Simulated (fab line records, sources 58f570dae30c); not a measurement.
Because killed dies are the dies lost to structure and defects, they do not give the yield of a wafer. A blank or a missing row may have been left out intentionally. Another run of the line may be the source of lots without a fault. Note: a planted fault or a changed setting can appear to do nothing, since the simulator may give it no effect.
Which of the tools did it? ; flow berkeley cmos170 ; Sampling: 6 lots, 18 wafers, 2 of 331 route steps

## WHAT THE GAUGES READ, wafer by wafer
UCB170_SDANNEAL_RS_MEAS_05: measurement is done with a four-point probe.
lot;measured;on;NLDD_RS (ohm/sq)
L516;day 8 13:55;film metro-03;617.3 620.9 619.2
L518;day 9 06:43;film metro-01;618.8 616.9 616.8
L522;day 9 06:44;film metro-02;618.7 618.7 618.2
L527;day 10 09:28;film metro-03;617.1 615.9 616.5
L534;day 11 19:09;film metro-01;616.6 617.0 616.8
L536;day 12 11:13;film metro-02;617.0 619.3 618.9

## WHAT TOOL EACH LOT RAN ON (gives the tool, then ch and the chambers of the sampled wafers, and finally the start)
lot;UCB170_SPACER_ETCHBACK_03
L516;rie diel-03 ch 2,3, day 8 05:50
L518;rie diel-04 ch 0,2, day 9 00:50
L522;rie diel-02 ch 0,2,3, day 9 00:50
L527;rie diel-04 ch 0,1, day 10 02:01
L534;rie diel-04 ch 1,2,3, day 11 13:11
L536;rie diel-04 ch 1,2,3, day 12 01:26
- UCB170_SPACER_ETCHBACK_03: etches SiO2 in CHF3/CF4/Ar, stops on Si, target depth 376 nm, time 100 s.

## THE ANSWER, worked out from the rows above alone
Rule: usual is defined by the lots themselves. Put in order of their means at a reading, lots are off if they are a third of the lots or fewer, leave a main group of 4 or more, and stand apart from it by a gap of 3 or more times the standard deviation of the main group's means; of several such gaps the widest counts. If all means in a main group match to the digits the tables above print for the reading, that group is not used. Also off: a lot with no number at a reading for which 4 or more lots have one. The other lots that the step has rows for count as sound.
No lot is off on any of the readings shown, so nothing can be concluded from this.

## WHAT WAS PUT IN BY THE SIMULATOR
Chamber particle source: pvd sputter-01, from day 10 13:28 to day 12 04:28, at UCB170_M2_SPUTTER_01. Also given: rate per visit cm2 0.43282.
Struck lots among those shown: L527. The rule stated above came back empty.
